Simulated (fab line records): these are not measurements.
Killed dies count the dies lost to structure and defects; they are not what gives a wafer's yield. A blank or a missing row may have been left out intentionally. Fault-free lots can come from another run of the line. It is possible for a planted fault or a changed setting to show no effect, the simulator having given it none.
The tool behind it: which one? + flow berkeleyCmos170 + 14 lots, 42 wafers sampled, at 6 steps of a route of 331

== WHAT EACH GAUGE READ, for each wafer ==
UCB170_PSD_TW_MEAS_10. Usual: for PSD_TW the level is 2321 and the standard deviation is 20.
| lot  | measured     | on           | PSD_TW         | flag |
|------|--------------|--------------|----------------|------|
| L985 | day 7 17:05  | filmMetro-02 | 2335 2335 2339 |      |
| L988 | day 8 09:56  | filmMetro-02 | 2343 2347 2347 |      |
| L989 | day 8 10:02  | filmMetro-04 | 2332 2314 2325 |      |
| L987 | day 8 10:14  | filmMetro-04 | 2317 2308 2324 |      |
| L991 | day 8 18:43  | filmMetro-01 | 2324 2321 2291 |      |
| L992 | day 8 18:49  | filmMetro-04 | 2312 2325 2316 |      |
| L990 | day 8 19:16  | filmMetro-01 | 2296 2294 2301 |      |
| L993 | day 9 10:59  | filmMetro-04 | 2321 2315 2315 |      |
| L995 | day 10 02:39 | filmMetro-01 | 2305 2302 2291 |      |
| L994 | day 10 02:47 | filmMetro-04 | 2318 2319 2317 |      |
| L100 | day 11 02:59 | filmMetro-01 | 2303 2311 2303 |      |
| L105 | day 12 02:12 | filmMetro-02 | 2369 2348 2366 |      |
| L107 | day 12 02:47 | filmMetro-02 | 2365 2347 2348 |      |
| L104 | day 12 09:44 | filmMetro-04 | 2308 2312 2314 |      |

UCB170_M1_CD_MEAS_09: the cd target is 700 nm. Usual: cdNm reads 700.2 nm (standard deviation 1.7).
| lot  | measured     | on       | cdNm (nm)                           | flag |
|------|--------------|----------|-------------------------------------|------|
| L985 | day 8 07:47  | cdSem-02 | 698.4 698.0 698.7                   |      |
| L988 | day 8 20:52  | cdSem-02 | 701.2 700.5 700.1                   |      |
| L989 | day 8 21:56  | cdSem-01 | 701.6 701.9 701.1                   |      |
| L987 | day 9 00:20  | cdSem-01 | 702.4 700.6 698.9                   |      |
| L991 | day 9 07:16  | cdSem-01 | 699.8 698.3 699.4                   |      |
| L992 | day 9 08:28  | cdSem-02 | 700.0 699.8 699.5                   |      |
| L990 | day 9 10:23  | cdSem-02 | 699.5 698.1 700.0                   |      |
| L993 | day 10 00:05 | cdSem-02 | 700.3 702.5 700.1                   |      |
| L995 | day 10 18:41 | cdSem-02 | 699.9 700.0 700.2                   |      |
| L994 | day 10 18:55 | cdSem-02 | 700.8 700.2 700.0                   |      |
| L100 | day 11 17:51 | cdSem-01 | 678.8 677.7 677.5 678.4 677.9 677.5 | OFF  |
| L105 | day 12 15:41 | cdSem-02 | 700.9 701.3 701.3                   |      |
| L107 | day 12 16:56 | cdSem-01 | 700.7 701.0 701.6                   |      |
| L104 | day 12 20:03 | cdSem-01 | 685.3 685.1 686.6 685.5 685.1 686.6 | OFF  |

UCB170_V1_CD_MEAS_12: the cd target is 700 nm. Usual: cdNm reads 700.3 nm (standard deviation 1.6).
| lot  | measured     | on       | cdNm (nm)         | flag |
|------|--------------|----------|-------------------|------|
| L985 | day 8 15:56  | cdSem-01 | 699.9 701.0 700.2 |      |
| L988 | day 9 04:32  | cdSem-01 | 701.5 704.2 703.7 |      |
| L989 | day 9 04:49  | cdSem-01 | 696.9 695.2 697.3 |      |
| L987 | day 9 05:00  | cdSem-01 | 701.1 703.6 701.7 |      |
| L991 | day 9 14:43  | cdSem-01 | 701.8 701.5 701.3 |      |
| L992 | day 9 15:05  | cdSem-02 | 699.6 700.4 699.8 |      |
| L990 | day 9 16:02  | cdSem-01 | 702.3 701.6 702.7 |      |
| L993 | day 10 06:50 | cdSem-02 | 701.0 700.2 700.0 |      |
| L995 | day 11 00:26 | cdSem-01 | 699.0 700.0 698.9 |      |
| L994 | day 11 01:43 | cdSem-02 | 698.3 697.8 698.6 |      |
| L100 | day 12 12:22 | cdSem-02 | 703.6 702.8 702.6 |      |
| L105 | day 12 19:25 | cdSem-02 | 698.5 699.7 701.4 |      |
| L107 | day 12 22:10 | cdSem-01 | 700.5 701.7 701.4 |      |
| L104 | day 13 08:49 | cdSem-02 | 700.4 700.5 700.9 |      |

== TOOL THAT RAN EACH LOT (tool first, then ch and the chambers of the sampled wafers, then the start) ==
| lot  | UCB170_CONTACT_ETCH_18                       | UCB170_M1_COAT_04                | UCB170_M1_STRIP_13                  |
|------|----------------------------------------------|----------------------------------|-------------------------------------|
| L985 | rieDiel-04 ch 1,2,3, day 8 06:00 or earlier  | lithoTrack-01 ch 0, day 8 06:00  | plasmaAsher-04 ch 0,1, day 8 08:06  |
| L988 | rieDiel-04 ch 0,1,2, day 8 19:00 or earlier  | lithoTrack-01 ch 0, day 8 19:00  | plasmaAsher-01 ch 0,1, day 8 21:20  |
| L989 | rieDiel-02 ch 0,2,3, day 8 20:00 or earlier  | lithoTrack-04 ch 0, day 8 20:00  | plasmaAsher-04 ch 0,1, day 8 22:15  |
| L987 | rieDiel-02 ch 0,1,2, day 8 23:00 or earlier  | lithoTrack-03 ch 0, day 8 23:00  | plasmaAsher-01 ch 0,1, day 9 00:39  |
| L991 | rieDiel-02 ch 0,1,3, day 9 06:00 or earlier  | lithoTrack-01 ch 0, day 9 06:00  | plasmaAsher-04 ch 0,1, day 9 07:35  |
| L992 | rieDiel-04 ch 0,1,2, day 9 07:00 or earlier  | lithoTrack-04 ch 0, day 9 07:00  | plasmaAsher-04 ch 0,1, day 9 08:56  |
| L990 | rieDiel-03 ch 1,2,3, day 9 08:00 or earlier  | lithoTrack-03 ch 0, day 9 08:00  | plasmaAsher-04 ch 0,1, day 9 10:43  |
| L993 | rieDiel-04 ch 0,2,3, day 9 23:00 or earlier  | lithoTrack-04 ch 0, day 9 23:00  | plasmaAsher-01 ch 0,1, day 10 00:25 |
| L995 | rieDiel-03 ch 0,1,2, day 10 17:00 or earlier | lithoTrack-01 ch 0, day 10 17:00 | plasmaAsher-04 ch 0,1, day 10 19:02 |
| L994 | rieDiel-02 ch 1,2,3, day 10 18:00 or earlier | lithoTrack-03 ch 0, day 10 18:00 | plasmaAsher-01 ch 0,1, day 10 19:14 |
| L100 | rieDiel-03 ch 2,3, day 11 16:00 or earlier   | lithoTrack-03 ch 0, day 11 16:00 | plasmaAsher-03 ch 0,1, day 12 03:25 |
| L105 | rieDiel-03 ch 0,3, day 12 14:00 or earlier   | lithoTrack-01 ch 0, day 12 14:00 | plasmaAsher-01 ch 0,1, day 12 16:01 |
| L107 | rieDiel-03 ch 0,3, day 12 15:00 or earlier   | lithoTrack-04 ch 0, day 12 15:00 | plasmaAsher-04 ch 0,1, day 12 17:23 |
| L104 | rieDiel-02 ch 0,2, day 12 19:00 or earlier   | lithoTrack-03 ch 0, day 12 19:00 | plasmaAsher-04 ch 0,1, day 13 00:55 |
- UCB170_CONTACT_ETCH_18: etches PSG in CHF3/CF4/Ar, stops on TiSi2, target depth 840 nm, time 195 s.
- UCB170_M1_COAT_04: resist thk 900 nm.
- UCB170_M1_STRIP_13: strips in O2.

== WHAT THE TOOLS THEMSELVES READ (means of the sampled wafers that have a number; where no wafer has one, the mark that the record gives instead) ==
UCB170_CONTACT_ETCH_18. Usual: chamberPressureMTorr 200.00 mTorr, standard deviation 0.17; drypumpMotorCurrentA 5.7 A, standard deviation 0.47; oesProductAu 0.891 a.u., standard deviation 0.016; throttleValvePct 6.87 %, standard deviation 0.074.
| lot  | tool       | chamberPressureMTorr (mTorr) | drypumpMotorCurrentA (A) | oesProductAu (a.u.) | throttleValvePct (%) | flag |
|------|------------|------------------------------|--------------------------|---------------------|----------------------|------|
| L985 | rieDiel-04 | 199.97                       | 5.9                      | 0.874               | 6.86                 |      |
| L988 | rieDiel-04 | 200.03                       | 5.8                      | 0.891               | 6.82                 |      |
| L989 | rieDiel-02 | 199.96                       | 5.2                      | 0.899               | 6.87                 |      |
| L987 | rieDiel-02 | 200.08                       | 5.2                      | 0.905               | 6.89                 |      |
| L991 | rieDiel-02 | 199.95                       | 5.1                      | 0.899               | 6.86                 |      |
| L992 | rieDiel-04 | 200.04                       | 5.8                      | 0.893               | 6.83                 |      |
| L990 | rieDiel-03 | 200.13                       | 5.9                      | 0.903               | 6.93                 |      |
| L993 | rieDiel-04 | 199.99                       | 5.5                      | 0.875               | 6.85                 |      |
| L995 | rieDiel-03 | 200.00                       | 5.9                      | 0.892               | 6.87                 |      |
| L994 | rieDiel-02 | 199.92                       | 5.1                      | 0.902               | 6.92                 |      |
| L100 | rieDiel-03 | 199.98                       | 6.2                      | 0.886               | 6.90                 |      |
| L105 | rieDiel-03 | 200.04                       | 6.2                      | 0.902               | 6.98                 |      |
| L107 | rieDiel-03 | 199.98                       | 6.2                      | 0.911               | 7.03                 |      |
| L104 | rieDiel-02 | 200.00                       | 5.3                      | 0.913               | 6.83                 |      |

UCB170_M1_COAT_04. Usual: exhaustPa 45.1 Pa, standard deviation 0.96; resistLineTempC 23.01 C, standard deviation 0.12.
| lot  | tool          | exhaustPa (Pa) | resistLineTempC (C) | flag |
|------|---------------|----------------|---------------------|------|
| L985 | lithoTrack-01 | 45.3           | 23.05               |      |
| L988 | lithoTrack-01 | 44.4           | 23.14               |      |
| L989 | lithoTrack-04 | 45.6           | 23.04               |      |
| L987 | lithoTrack-03 | 45.1           | 22.98               |      |
| L991 | lithoTrack-01 | 45.5           | 23.02               |      |
| L992 | lithoTrack-04 | 45.5           | 22.98               |      |
| L990 | lithoTrack-03 | 45.4           | 23.09               |      |
| L993 | lithoTrack-04 | 43.1           | 23.09               |      |
| L995 | lithoTrack-01 | 44.4           | 23.06               |      |
| L994 | lithoTrack-03 | 46.4           | 22.84               |      |
| L100 | lithoTrack-03 | 44.9           | 22.95               |      |
| L105 | lithoTrack-01 | 45.9           | 23.06               |      |
| L107 | lithoTrack-04 | 45.1           | 23.15               |      |
| L104 | lithoTrack-03 | 45.1           | 23.05               |      |

UCB170_M1_STRIP_13. Usual: chamberPressureMTorr 3500 mTorr, standard deviation 3.6; drypumpMotorCurrentA 5.4 A, standard deviation 0.53; oesProductAu 0.721 a.u., standard deviation 0.0042.
| lot  | tool           | chamberPressureMTorr (mTorr) | drypumpMotorCurrentA (A) | oesProductAu (a.u.) | flag |
|------|----------------|------------------------------|--------------------------|---------------------|------|
| L985 | plasmaAsher-04 | 3504                         | 5.1                      | 0.728               |      |
| L988 | plasmaAsher-01 | 3502                         | 6.1                      | 0.720               |      |
| L989 | plasmaAsher-04 | 3500                         | 5.1                      | 0.718               |      |
| L987 | plasmaAsher-01 | 3498                         | 6.1                      | 0.719               |      |
| L991 | plasmaAsher-04 | 3501                         | 5.1                      | 0.720               |      |
| L992 | plasmaAsher-04 | 3505                         | 5.1                      | 0.724               |      |
| L990 | plasmaAsher-04 | 3499                         | 5.2                      | 0.722               |      |
| L993 | plasmaAsher-01 | 3501                         | 6.1                      | 0.721               |      |
| L995 | plasmaAsher-04 | 3497                         | 5.1                      | 0.720               |      |
| L994 | plasmaAsher-01 | 3503                         | 6.1                      | 0.724               |      |
| L100 | plasmaAsher-03 | 3498                         | 4.8                      | 0.354               | OFF  |
| L105 | plasmaAsher-01 | 3502                         | 6.1                      | 0.719               |      |
| L107 | plasmaAsher-04 | 3498                         | 5.2                      | 0.718               |      |
| L104 | plasmaAsher-04 | 3504                         | 5.1                      | 0.344               | OFF  |

== THE ANSWER, worked out from the rows above alone ==
Rule: take the mean of a lot's wafers that have a number; if it is more than 3 standard deviations from the usual mean, the lot is off. Also off: a lot with no number at a reading for which 4 or more lots have one. Any other lot the step has rows for is counted as sound. First the gauges in route order, then the tools' own readings, where a lot's mean is used as printed above. At the first step where some lot is off, the reading lying furthest off is the one used; lots without a number count as furthest.
Off: L100, L104 (UCB170_M1_CD_MEAS_09, cdNm).
If a tool, at a process step before that reading, ran all the lots that are off and no sound lot after the first of them, it fits. Not tried: the gauges at UCB170_M1_CD_MEAS_09; whatever is off there is also off at UCB170_M1_STRIP_13, on other tools, and gauge error can't account for it. UCB170_CONTACT_ETCH_18 gives no start for some lots, so the hours and the order of its lots are those of UCB170_M1_COAT_04. One fits: lithoTrack-03 at UCB170_M1_COAT_04. A fault onset in the window from L994 (day 10 18:00, its last sound lot) to L100 (day 11 16:00, its first lot off) fits.

== WHAT THE SIMULATOR HAD INSERTED ==
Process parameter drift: lithoTrack-03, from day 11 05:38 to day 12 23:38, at UCB170_M1_COAT_04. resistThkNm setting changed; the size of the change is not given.
Lots struck among those shown: L100, L104. This agrees with what the rule above found.
